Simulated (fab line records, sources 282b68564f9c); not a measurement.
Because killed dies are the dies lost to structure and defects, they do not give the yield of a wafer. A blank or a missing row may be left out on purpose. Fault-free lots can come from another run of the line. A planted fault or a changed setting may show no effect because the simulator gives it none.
Struck lot and sound lot, side by side / flow ritCmos / 22 steps out of a route of 202
Sound: wafers L598.4, L598.5, L598.6. Wafers struck: L612.1, L612.4, L612.6. The cause is named last.
Each step with rows lists, per side, the tool, then ch with its chambers, then its first start. Under that, the readings that differ: sound wafers / struck wafers / difference of the means / sigmas: that difference in standard deviations of wafers without a fault.
alike: readings whose means differ by less than 2 such deviations, and words and numbers that are the same on both sides. not compared: withheld readings, readings that some wafer has no value for, bounds like >300 that may hide the same value, and numbers for which the record gives no deviation and whose values overlap.
A row with sigmas, a row that says differs or no value, or rows on one side alone: a step with any of these is where the two part. Non-overlapping numbers with no deviation appear without sigmas and do not part them. Lack of a reading on every wafer of one side parts them only where that side has two or more wafers.

first, 2 steps without rows for these wafers: RIT_NSD_HARDBAKE_07 (time 60 s); RIT_NSD_IMPLANT_08.
RIT_NSD_STRIP_09: strips in O2, time 180 s.
  sound on plasmaAsher-03 ch 0,1, day 3 21:55; struck on plasmaAsher-03 ch 0,1, day 6 19:23
  alike: drypumpMotorCurrentA
  not compared: rfHoursCounterH
RIT_NSD_TW_MEAS_10:
  struck on filmMetro-03, day 6 19:34; sound on filmMetro-02, day 3 22:04
  alike: NSD_TW
then, 6 steps without rows for these wafers: RIT_PSD_HMDS_00 (prime time 60 s); RIT_PSD_COAT_01 (resist thk 1000 nm); RIT_PSD_SOFTBAKE_02 (time 60 s); RIT_PSD_EXPOSE_03 (exposes mask M10, target cd 40900 nm); RIT_PSD_PEB_04; RIT_PSD_DEVELOP_05 (develop time 50 s).
RIT_PSD_OVL_MEAS_06:
  struck on overlay-02, day 6 20:32; sound on overlay-01, day 3 23:04
  alike: PSD_OVL
then, 1 step without rows for these wafers: RIT_PSD_HARDBAKE_07 (time 60 s).
RIT_PSD_IMPLANT_08:
  sound on implanter-03 ch 0, day 3 23:33; struck on implanter-01 ch 0, day 6 20:43
reading=beamOnS (s); sound=12.7 12.8 12.8; struck=10.0 10.3 10.2; difference=-2.6; sigmas=-3
reading=doseIonsCm2; sound=5.003e+15 4.996e+15 5.003e+15; struck=1e+15 9.99e+14 9.99e+14; difference=-4e+15; sigmas=-99 or more
reading=endStationPressureTorr (Torr); sound=1.47e-05 1.45e-05 1.33e-05; struck=7.6e-06 8.2e-06 7.9e-06; difference=-6.3e-06; sigmas=-6
reading=faradayCurrentUA; sound=12120 11965 11975; struck=3116 3038 3071; difference=-8945; sigmas=-11
RIT_PSD_STRIP_09: strips in O2, time 180 s.
  sound on plasmaAsher-04 ch 0,1, day 3 23:41; struck on plasmaAsher-02 ch 0, day 6 20:52
  alike: drypumpMotorCurrentA
  not compared: rfHoursCounterH
RIT_PSD_TW_MEAS_10:
  struck on filmMetro-02, day 6 21:02; sound on filmMetro-02, day 3 23:50
reading=PSD_TW; sound=3455 3444 3460; struck=2624 2612 2648; difference=-825; sigmas=-27
then, 3 steps without rows for these wafers: RIT_SDANNEAL_CLEAN_00 (cleans in SC1, time 600 s); RIT_SDANNEAL_CLEAN_01 (cleans in dHF, time 30.43 s); RIT_SDANNEAL_CLEAN_02 (cleans in SC2, time 600 s).
RIT_SDANNEAL_RTA_03: time 5 s.
  sound on rtpAnneal-02 ch 0, day 4 00:16; struck on rtpAnneal-02 ch 0, day 6 21:28
  alike: wafer_temp_C_max
RIT_SDANNEAL_RS_MEAS_04: measurement is done with a four-point probe.
  struck on filmMetro-03, day 6 21:31; sound on filmMetro-02, day 4 00:21
reading=PSD_RS (ohm/sq); sound=115.83 116.03 116.23; struck=151.26 150.40 149.02; difference=+34.20; sigmas=+99 or more
RIT_SDANNEAL_RS_MEAS_05: measurement is done with a four-point probe.
  struck on filmMetro-03, day 6 21:38; sound on filmMetro-02, day 4 00:28
  alike: NSD_RS
RIT_M1_PROBE_99:
  struck on prober-01, day 7 05:10; sound on prober-01, day 4 07:50
  alike: killedAtContacts, killedAtFrontEnd, killedDies, killedOpen, killedShort

== WHERE THEY PART ==
Last at RIT_SDANNEAL_RS_MEAS_04 as far as this record goes, first at RIT_PSD_IMPLANT_08. Later steps at which nothing parts them and some readings are alike: RIT_SDANNEAL_RS_MEAS_05, RIT_M1_PROBE_99.

WHY: what the simulator had put in
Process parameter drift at RIT_PSD_IMPLANT_08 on implanter-01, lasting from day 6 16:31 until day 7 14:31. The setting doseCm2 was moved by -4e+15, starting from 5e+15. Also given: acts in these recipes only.
